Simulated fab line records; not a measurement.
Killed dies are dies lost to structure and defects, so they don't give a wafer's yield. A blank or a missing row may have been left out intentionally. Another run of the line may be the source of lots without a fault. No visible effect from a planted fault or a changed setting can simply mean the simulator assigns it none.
Which tool is to blame?    flow berkeley_cmos170    14 lots with 42 wafers sampled at 5 steps, on a route of 331 steps

WHAT EACH GAUGE READ, for each wafer
UCB170_V1_THK_MEAS_01.
lot   measured      on             V1_TEOS_THK (nm)
L268  day 8 20:57   film_metro-04  1969 2010 1995
L270  day 9 07:03   film_metro-03  1983 2042 2016
L272  day 9 11:08   film_metro-04  1984 2018 1987
L269  day 9 12:23   film_metro-01  1983 2015 2012
L274  day 9 22:49   film_metro-04  1994 2013 2026
L275  day 10 00:08  film_metro-04  1989 2012 2012
L276  day 10 00:08  film_metro-01  2001 1986 1998
L279  day 11 08:39  film_metro-04  1995 1986 2039
L281  day 11 11:19  film_metro-04  2011 2036 2043
L282  day 11 11:19  film_metro-03  1973 2030 2017
L285  day 12 20:05  film_metro-03  1977 1991 1993
L290  day 13 06:38  film_metro-04  1985 1975 2004
L288  day 13 07:59  film_metro-04  2001 2007 2022
L291  day 13 08:03  film_metro-04  1992 2000 2014

UCB170_V1_CD_MEAS_12: the cd target is 700 nm.
lot   measured      on         cd_nm (nm)
L268  day 8 23:38   cd_sem-02  696.8 698.3 698.6
L270  day 9 10:00   cd_sem-02  700.1 701.5 700.7
L272  day 9 12:51   cd_sem-02  703.8 703.3 702.9
L269  day 9 15:10   cd_sem-02  696.1 697.5 696.9
L274  day 10 00:26  cd_sem-01  702.0 701.5 702.5
L275  day 10 01:50  cd_sem-01  700.6 702.1 700.6
L276  day 10 02:07  cd_sem-01  702.6 702.4 704.0
L279  day 11 10:28  cd_sem-02  698.8 698.8 699.3
L281  day 11 13:12  cd_sem-02  699.9 700.7 699.9
L282  day 11 13:02  cd_sem-01  698.3 698.2 697.8
L285  day 12 22:35  cd_sem-01  699.0 698.5 700.6
L290  day 13 09:23  cd_sem-01  699.2 699.2 697.9
L288  day 13 13:26  cd_sem-01  702.4 700.4 701.1
L291  day 13 13:52  cd_sem-01  701.2 699.9 699.7

UCB170_V1_CD_MEAS_90: the cd target is 700 nm.
lot   measured      on         cd_nm (nm)
L268  day 9 00:08   cd_sem-02  697.6 698.3 698.4
L270  day 9 10:26   cd_sem-02  699.4 700.4 700.5
L272  day 9 13:17   cd_sem-02  704.5 703.4 702.4
L269  day 9 15:36   cd_sem-02  696.6 698.0 697.1
L274  day 10 01:02  cd_sem-01  702.4 701.1 703.2
L275  day 10 02:16  cd_sem-02  700.8 701.3 700.8
L276  day 10 02:32  cd_sem-02  702.7 702.6 704.0
L279  day 11 10:54  cd_sem-01  700.1 700.2 699.7
L281  day 11 13:38  cd_sem-02  700.5 700.7 699.8
L282  day 11 13:28  cd_sem-02  698.2 697.6 698.2
L285  day 12 23:04  cd_sem-01  699.7 698.3 701.6
L290  day 13 09:55  cd_sem-01  700.0 699.8 698.1
L288  day 13 14:05  cd_sem-01  701.1 699.6 699.4
L291  day 13 14:49  cd_sem-01  701.5 700.3 700.5

EACH LOT AND THE TOOL THAT RAN IT (in order: tool; ch and the chambers of the sampled wafers; start)
lot   UCB170_V1_ETCH_14                   UCB170_V1_STRIP_15
L268  rie_diel-01 ch 0,1, day 8 23:48     plasma_asher-04 ch 0,1, day 8 23:59
L270  rie_diel-01 ch 0,1,2, day 9 10:10   plasma_asher-04 ch 0,1, day 9 10:20
L272  rie_diel-01 ch 0,2, day 9 12:59     plasma_asher-02 ch 0, day 9 13:10
L269  rie_diel-04 ch 0,1,3, day 9 15:20   plasma_asher-02 ch 0,1, day 9 15:30
L274  rie_diel-04 ch 0,2, day 10 00:35    plasma_asher-04 ch 0,1, day 10 00:45
L275  rie_diel-04 ch 0,1,3, day 10 01:59  plasma_asher-02 ch 0,1, day 10 02:10
L276  rie_diel-01 ch 0,1,3, day 10 02:16  plasma_asher-04 ch 0,1, day 10 02:26
L279  rie_diel-04 ch 1,3, day 11 10:37    plasma_asher-04 ch 0,1, day 11 10:48
L281  rie_diel-02 ch 0,2, day 11 13:22    plasma_asher-02 ch 0, day 11 13:32
L282  rie_diel-01 ch 0,1,3, day 11 13:11  plasma_asher-04 ch 0,1, day 11 13:21
L285  rie_diel-01 ch 0,2,3, day 12 22:44  plasma_asher-04 ch 0,1, day 12 22:55
L290  rie_diel-02 ch 0,1,3, day 13 09:32  plasma_asher-02 ch 0,1, day 13 09:43
L288  rie_diel-01 ch 0,1,2, day 13 13:36  plasma_asher-01 ch 0, day 13 13:47
L291  rie_diel-02 ch 0,2,3, day 13 13:59  plasma_asher-01 ch 0,1, day 13 14:10
- UCB170_V1_ETCH_14: etches SiO2 in CHF3/CF4/Ar, stops on Al, target depth 1250 nm, time 291 s.
- UCB170_V1_STRIP_15: strips in O2.

AS READ BY THE TOOLS THEMSELVES (means over the sampled wafers that have a number; for cases with no such wafer, the mark the record gives instead)
UCB170_V1_ETCH_14.
lot   tool         drypump_motor_current_A (A)  oes_product_au (a.u.)  throttle_valve_pct (%)
L268  rie_diel-01  5.3                          0.874                  6.90
L270  rie_diel-01  5.4                          0.884                  6.94
L272  rie_diel-01  5.9                          0.873                  6.94
L269  rie_diel-04  6.0                          0.867                  7.02
L274  rie_diel-04  5.8                          0.873                  7.02
L275  rie_diel-04  5.9                          0.866                  7.03
L276  rie_diel-01  5.0                          0.875                  6.91
L279  rie_diel-04  6.0                          0.868                  6.98
L281  rie_diel-02  6.0                          0.884                  7.03
L282  rie_diel-01  5.0                          0.873                  6.91
L285  rie_diel-01  5.5                          0.891                  6.88
L290  rie_diel-02  5.2                          0.863                  6.99
L288  rie_diel-01  5.4                          0.906                  6.95
L291  rie_diel-02  5.6                          0.866                  6.98

UCB170_V1_STRIP_15.
lot   tool             drypump_motor_current_A (A)  o2_flow_sccm (sccm)  oes_product_au (a.u.)  strip_time_to_endpoint_s (s)
L268  plasma_asher-04  5.3                          400.2                0.720                  15.37
L270  plasma_asher-04  5.2                          400.3                0.723                  15.20
L272  plasma_asher-02  6.2                          401.0                0.726                  15.22
L269  plasma_asher-02  5.8                          398.5                0.719                  15.12
L274  plasma_asher-04  5.3                          400.2                0.719                  15.37
L275  plasma_asher-02  5.5                          400.0                0.724                  15.24
L276  plasma_asher-04  5.3                          401.3                0.721                  15.28
L279  plasma_asher-04  5.1                          399.4                0.723                  15.15
L281  plasma_asher-02  6.2                          400.6                0.721                  15.16
L282  plasma_asher-04  5.3                          401.2                0.718                  15.31
L285  plasma_asher-04  5.1                          401.1                0.725                  15.59
L290  plasma_asher-02  5.5                          399.6                0.722                  15.31
L288  plasma_asher-01  5.2                          401.7                0.722                  15.63
L291  plasma_asher-01  5.3                          400.4                0.723                  15.24

THE ANSWER, worked out from the rows above alone
Rule: the lots themselves supply what counts as usual. The widest of any qualifying gaps counts: lots, ordered by their means at a reading, are off when they make up no more than a third of the lots, leave a main group of 4 or more, and stand apart from it by 3 or more times the standard deviation of that group's means. A main group is skipped when, at the precision printed for the reading in the tables above, its means are all equal. A lot without any number at a reading at which 4 lots or more have one is off too. The other lots that the step has rows for count as sound. Order of review: gauges by route order, followed by the tools' own readings, for which a lot's mean as printed above is used. At the first step where some lot is off, the reading lying furthest off is the one used; lots without a number count as furthest.
No lot is off on any of the readings shown, so nothing can be concluded from this.

WHAT THE SIMULATOR HAD PUT IN
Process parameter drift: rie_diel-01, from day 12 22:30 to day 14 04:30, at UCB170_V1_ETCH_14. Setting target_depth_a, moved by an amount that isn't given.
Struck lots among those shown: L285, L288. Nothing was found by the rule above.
